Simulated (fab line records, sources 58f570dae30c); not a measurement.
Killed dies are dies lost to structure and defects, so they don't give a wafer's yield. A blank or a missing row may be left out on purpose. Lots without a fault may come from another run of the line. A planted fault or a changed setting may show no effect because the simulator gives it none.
Which tool did it? | flow berkeley_cmos170 | 7 lots, 21 wafers sampled, at 2 steps of a route of 331

WHAT THE GAUGES READ, wafer by wafer
UCB170_FIELD_THK_MEAS_02.
lot  | measured    | on            | FIELD_OXIDE_THK (nm)
L692 | day 5 15:33 | film_metro-03 | 547 536 538
L694 | day 6 08:42 | film_metro-04 | 850 832 852
L695 | day 6 04:16 | film_metro-03 | 559 560 574
L700 | day 7 09:02 | film_metro-02 | 830 841 845
L705 | day 8 05:38 | film_metro-03 | 550 544 539
L708 | day 8 16:30 | film_metro-02 | 557 548 557
L710 | day 8 20:47 | film_metro-03 | 536 534 544

WHICH TOOL RAN EACH LOT (tool, then ch and the chambers of the sampled wafers, then the start)
lot  | UCB170_FIELD_OXIDATION_01
L692 | furnace-04 ch 0, day 5 12:32
L694 | furnace-01 ch 0, day 6 01:14
L695 | furnace-01 ch 0, day 6 01:14
L700 | furnace-04 ch 0, day 7 01:22
L705 | furnace-01 ch 0, day 8 02:38
L708 | furnace-04 ch 0, day 8 13:30
L710 | furnace-04 ch 0, day 8 17:45
- UCB170_FIELD_OXIDATION_01: target thk 558.3 nm, ox time 7200 s.

THE ANSWER, worked out from the rows above alone
Rule: what is usual is taken from the lots themselves. Put in order of their means at a reading, lots are off if they are a third of the lots or fewer, leave a main group of 4 or more, and stand apart from it by a gap of 3 or more times the standard deviation of the main group's means; of several such gaps the widest counts. A main group whose means are all the same, to the digits that the tables above print for the reading, isn't used. A lot without any number at a reading at which 4 lots or more have one is off too. The other lots that the step has rows for count as sound.
Off: L694, L700, at UCB170_FIELD_THK_MEAS_02 (FIELD_OXIDE_THK). The main group: mean 548 nm, standard deviation 9.7.
A tool fits if, at a process step before that reading, it ran every lot that is off, and no sound lot after the first of them. The gauges at UCB170_FIELD_THK_MEAS_02 are tried like those tools. None of those tried fits.

WHAT THE SIMULATOR HAD PUT IN
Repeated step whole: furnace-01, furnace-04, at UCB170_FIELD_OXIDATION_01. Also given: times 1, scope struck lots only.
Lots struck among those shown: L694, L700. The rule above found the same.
